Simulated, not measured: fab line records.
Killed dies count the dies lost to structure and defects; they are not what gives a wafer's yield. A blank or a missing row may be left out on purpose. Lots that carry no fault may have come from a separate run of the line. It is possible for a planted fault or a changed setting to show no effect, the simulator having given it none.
Which tool is to blame?	flow berkeley-cmos170	Sampling: 13 lots, 39 wafers, 5 of 331 route steps

WHAT THE GAUGES READ, wafer by wafer
UCB170_PVT_OVL_MEAS_06.
lot	measured	on	PVT_OVL (nm)
L929	day 6 18:37	overlay-02	-6 -3 -8
L931	day 6 19:37	overlay-01	-1 4 -5
L932	day 7 08:34	overlay-01	1 -2 -7
L935	day 7 21:31	overlay-02	0 -7 -1
L934	day 7 21:40	overlay-02	-6 -5 3
L936	day 8 07:35	overlay-02	11 10 0
L937	day 8 15:34	overlay-01	9 -6 -6
L938	day 9 00:02	overlay-01	-1 -1 5
L944	day 10 04:56	overlay-01	6 0 1
L945	day 10 10:47	overlay-01	2 -1 3
L946	day 10 11:04	overlay-02	0 -4 0
L947	day 10 11:20	overlay-01	2 3 -3
L950	day 11 07:38	overlay-02	1 -6 6

UCB170_PSD_CD_MEAS_06 targets a cd of 1200 nm.
lot	measured	on	cd-nm (nm)
L929	day 7 22:43	cd-sem-01	1201.5 1200.5 1202.7
L931	day 7 23:07	cd-sem-02	1198.9 1198.4 1200.2
L932	day 8 18:02	cd-sem-02	1198.5 1196.8 1197.7
L935	day 9 03:19	cd-sem-02	1198.4 1197.3 1198.6
L934	day 9 03:32	cd-sem-01	1198.0 1198.8 1198.6
L936	day 9 14:05	cd-sem-02	1201.7 1202.3 1200.2
L937	day 10 01:54	cd-sem-02	1201.6 1202.9 1201.7
L938	day 10 09:17	cd-sem-02	1196.0 1196.9 1197.1
L944	day 11 11:44	cd-sem-02	1199.9 1199.1 1198.7
L945	day 11 12:12	cd-sem-01	1198.3 1198.4 1198.2
L946	day 11 11:38	cd-sem-01	- - -
L947	day 11 11:54	cd-sem-01	1198.7 1198.4 1197.7
L950	day 12 19:51	cd-sem-01	1198.4 1198.5 1198.7

UCB170_PSD_TW_MEAS_10.
lot	measured	on	PSD_TW
L929	day 7 23:07	film-metro-03	2341 2320 2323
L931	day 7 23:31	film-metro-04	2358 2371 2369
L932	day 8 18:29	film-metro-03	2335 2328 2341
L935	day 9 03:43	film-metro-04	2373 2374 2372
L934	day 9 03:56	film-metro-03	2344 2319 2332
L936	day 9 14:29	film-metro-03	2318 2331 2321
L937	day 10 02:19	film-metro-04	2385 2372 2381
L938	day 10 09:42	film-metro-03	2336 2333 2341
L944	day 11 12:08	film-metro-04	2369 2376 2368
L945	day 11 12:35	film-metro-03	2338 2326 2341
L946	day 11 12:02	film-metro-03	30 30 30
L947	day 11 12:19	film-metro-01	2332 2340 2333
L950	day 12 20:14	film-metro-01	2335 2339 2343

UCB170_SDANNEAL_RS_MEAS_02: measures by four-point-probe.
lot	measured	on	PSD_RS (ohm/sq)
L929	day 8 04:41	film-metro-04	75.8 75.5 75.7
L931	day 8 05:26	film-metro-04	75.5 75.4 75.4
L932	day 8 21:08	film-metro-03	75.3 75.1 75.0
L935	day 9 06:20	film-metro-03	75.5 75.4 75.5
L934	day 9 06:47	film-metro-04	75.0 74.7 74.9
L936	day 9 17:11	film-metro-03	75.3 75.0 75.4
L937	day 10 06:17	film-metro-01	75.7 75.8 75.6
L938	day 10 13:44	film-metro-01	76.0 75.5 75.7
L944	day 11 15:25	film-metro-04	75.2 75.1 75.0
L945	day 11 16:04	film-metro-01	75.8 76.4 75.9
L946	day 11 15:22	film-metro-01	75.3 75.2 75.4
L947	day 11 15:45	film-metro-03	75.0 75.1 75.3
L950	day 12 23:05	film-metro-04	75.5 75.3 75.0

EACH LOT AND THE TOOL THAT RAN IT (in order: tool; ch and the chambers of the sampled wafers; start)
lot	UCB170_PSD_EXPOSE_03
L929	krf-scanner-01 ch 0, day 7 22:19
L931	krf-scanner-02 ch 0, day 7 22:41
L932	krf-scanner-01 ch 0, day 8 17:15
L935	krf-scanner-02 ch 0, day 9 02:55
L934	krf-scanner-01 ch 0, day 9 03:08
L936	krf-scanner-01 ch 0, day 9 13:42
L937	krf-scanner-02 ch 0, day 10 01:31
L938	krf-scanner-01 ch 0, day 10 08:34
L944	krf-scanner-02 ch 0, day 11 10:50
L945	krf-scanner-02 ch 0, day 11 11:19
L946	krf-scanner-02 ch 0, day 11 10:41
L947	krf-scanner-01 ch 0, day 11 11:03
L950	krf-scanner-02 ch 0, day 12 18:34
- UCB170_PSD_EXPOSE_03: exposes mask PSELECT MOD, target cd 1200 nm.

AS READ BY THE TOOLS THEMSELVES (means over the sampled wafers that have a number; for cases with no such wafer, the mark the record gives instead)
UCB170_PSD_EXPOSE_03.
lot	tool	reticle-temp-C (C)
L929	krf-scanner-01	23.09
L931	krf-scanner-02	22.91
L932	krf-scanner-01	22.97
L935	krf-scanner-02	22.86
L934	krf-scanner-01	23.01
L936	krf-scanner-01	23.07
L937	krf-scanner-02	22.86
L938	krf-scanner-01	23.03
L944	krf-scanner-02	23.10
L945	krf-scanner-02	23.11
L946	krf-scanner-02	22.99
L947	krf-scanner-01	22.95
L950	krf-scanner-02	23.04

THE ANSWER, worked out from the rows above alone
Rule: usual is defined by the lots themselves. The widest of any qualifying gaps counts: lots, ordered by their means at a reading, are off when they make up no more than a third of the lots, leave a main group of 4 or more, and stand apart from it by 3 or more times the standard deviation of that group's means. The tables above print the reading to a certain number of digits; a main group whose means all agree to those digits is not used. A lot without any number at a reading at which 4 lots or more have one is off too. The other lots that the step has rows for count as sound. The gauges are gone through in route order, then the tools' own readings, and for those a lot's mean is taken as printed above. At the first step where some lot is off, the reading lying furthest off is the one used; lots without a number count as furthest.
Off, at UCB170_PSD_CD_MEAS_06 on cd-nm: L946. Without a number there: L946. The main group has a mean of 1199.1 nm with a standard deviation of 1.6.
If a tool, at a process step before that reading, ran all the lots that are off and no sound lot after the first of them, it fits. The gauges at UCB170_PSD_CD_MEAS_06 aren't tried: what is off there is off at UCB170_PSD_TW_MEAS_10 too, on other tools, and a gauge's error can't cause that. Not one of the candidates tried fits.

WHAT WAS PUT IN BY THE SIMULATOR
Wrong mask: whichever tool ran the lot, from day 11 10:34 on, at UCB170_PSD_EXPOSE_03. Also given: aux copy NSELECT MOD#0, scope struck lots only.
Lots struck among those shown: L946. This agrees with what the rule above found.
